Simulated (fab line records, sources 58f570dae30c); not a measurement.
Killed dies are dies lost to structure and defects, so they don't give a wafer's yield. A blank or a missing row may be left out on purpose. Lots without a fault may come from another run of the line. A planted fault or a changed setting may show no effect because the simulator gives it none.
Which tool did it? | flow berkeley_cmos170 | 7 lots, 21 wafers sampled, at 1 step of a route of 331

WHAT THE GAUGES READ, wafer by wafer
UCB170_M2_OVL_MEAS_16.
lot  | measured     | on         | M2_OVL (nm)
L823 | day 8 13:54  | overlay-02 | 4 -5 0
L826 | day 9 11:56  | overlay-01 | 9 -1 -4
L829 | day 10 02:10 | overlay-01 | 5 -6 0
L831 | day 10 13:27 | overlay-02 | -1 -2 9
L836 | day 11 21:00 | overlay-02 | -4 -4 0
L841 | day 12 18:35 | overlay-02 | 4 6 3
L839 | day 12 19:02 | overlay-02 | 6 13 -1

WHICH TOOL RAN EACH LOT (tool, then ch and the chambers of the sampled wafers, then the start)
The record holds no process step before these readings.

THE ANSWER, worked out from the rows above alone
Rule: what is usual is taken from the lots themselves. Put in order of their means at a reading, lots are off if they are a third of the lots or fewer, leave a main group of 4 or more, and stand apart from it by a gap of 3 or more times the standard deviation of the main group's means; of several such gaps the widest counts. A main group whose means are all the same, to the digits that the tables above print for the reading, isn't used. A lot without any number at a reading at which 4 lots or more have one is off too. The other lots that the step has rows for count as sound.
No lot is off at any reading shown: from this, nothing can be told.

WHAT THE SIMULATOR HAD PUT IN
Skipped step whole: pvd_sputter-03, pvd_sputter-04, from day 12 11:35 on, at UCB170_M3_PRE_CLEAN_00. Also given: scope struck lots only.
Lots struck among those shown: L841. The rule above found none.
